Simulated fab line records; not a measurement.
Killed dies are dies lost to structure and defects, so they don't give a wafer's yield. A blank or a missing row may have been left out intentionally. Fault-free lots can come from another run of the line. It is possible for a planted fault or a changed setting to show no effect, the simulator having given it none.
The tool behind it: which one?	flow rit_cmos	15 lots, 45 wafers sampled, at 1 step of a route of 202

WHAT THE GAUGES READ, wafer by wafer
Not one reading of a measure or inspect step in the record can be checked against a usual standard deviation.

EACH LOT AND THE TOOL THAT RAN IT (in order: tool; ch and the chambers of the sampled wafers; start)
lot	RIT_NSD_PEB_04
L985	litho_track-04 ch 0, day 3 09:37
L986	litho_track-04 ch 0, day 3 11:18
L987	litho_track-04 ch 0, day 3 15:29
L989	litho_track-04 ch 0, day 4 03:10
L990	litho_track-02 ch 0, day 4 03:41
L992	litho_track-03 ch 0, day 4 18:37
L993	litho_track-04 ch 0, day 4 19:47
L995	litho_track-04 ch 0, day 5 07:06
L996	litho_track-03 ch 0, day 5 10:06
L998	litho_track-02 ch 0, day 6 01:33
L103	litho_track-04 ch 0, day 7 01:11
L105	litho_track-04, day 7 09:04
L106	litho_track-02, day 7 13:21
L107	litho_track-03, day 7 16:18
L108	litho_track-02 ch 0, day 7 21:20
- RIT_NSD_PEB_04

WHAT THE TOOLS THEMSELVES READ (means of the sampled wafers that have a number; where no wafer has one, the mark that the record gives instead)
RIT_NSD_PEB_04. Usual: exhaust_pa at 45.2 Pa, with a standard deviation of 0.81.
lot	tool	exhaust_pa (Pa)	flag
L985	litho_track-04	45.4	
L986	litho_track-04	45.0	
L987	litho_track-04	45.8	
L989	litho_track-04	45.7	
L990	litho_track-02	45.1	
L992	litho_track-03	45.0	
L993	litho_track-04	44.6	
L995	litho_track-04	45.6	
L996	litho_track-03	45.8	
L998	litho_track-02	46.2	
L103	litho_track-04	45.7	
L105	litho_track-04	-	OFF
L106	litho_track-02	-	OFF
L107	litho_track-03	-	OFF
L108	litho_track-02	45.3	

THE ANSWER, worked out from the rows above alone
Rule: a lot counts as off when the mean over its wafers that have a number is more than 3 standard deviations away from the usual mean. Also off: a lot with no number at a reading for which 4 or more lots have one. Any other lot the step has rows for is counted as sound. First the gauges in route order, then the tools' own readings, where a lot's mean is used as printed above. At the first step where some lot is off, the reading lying furthest off is the one used; lots without a number count as furthest.
Off: L105, L106, L107 (RIT_NSD_PEB_04, exhaust_pa). Without a number there: L105, L106, L107.
If a tool, at that step or one of the process steps before it, ran each lot that is off and ran no sound lot following the first of them, it fits. Of those tried, none fits.

WHAT THE SIMULATOR HAD PUT IN
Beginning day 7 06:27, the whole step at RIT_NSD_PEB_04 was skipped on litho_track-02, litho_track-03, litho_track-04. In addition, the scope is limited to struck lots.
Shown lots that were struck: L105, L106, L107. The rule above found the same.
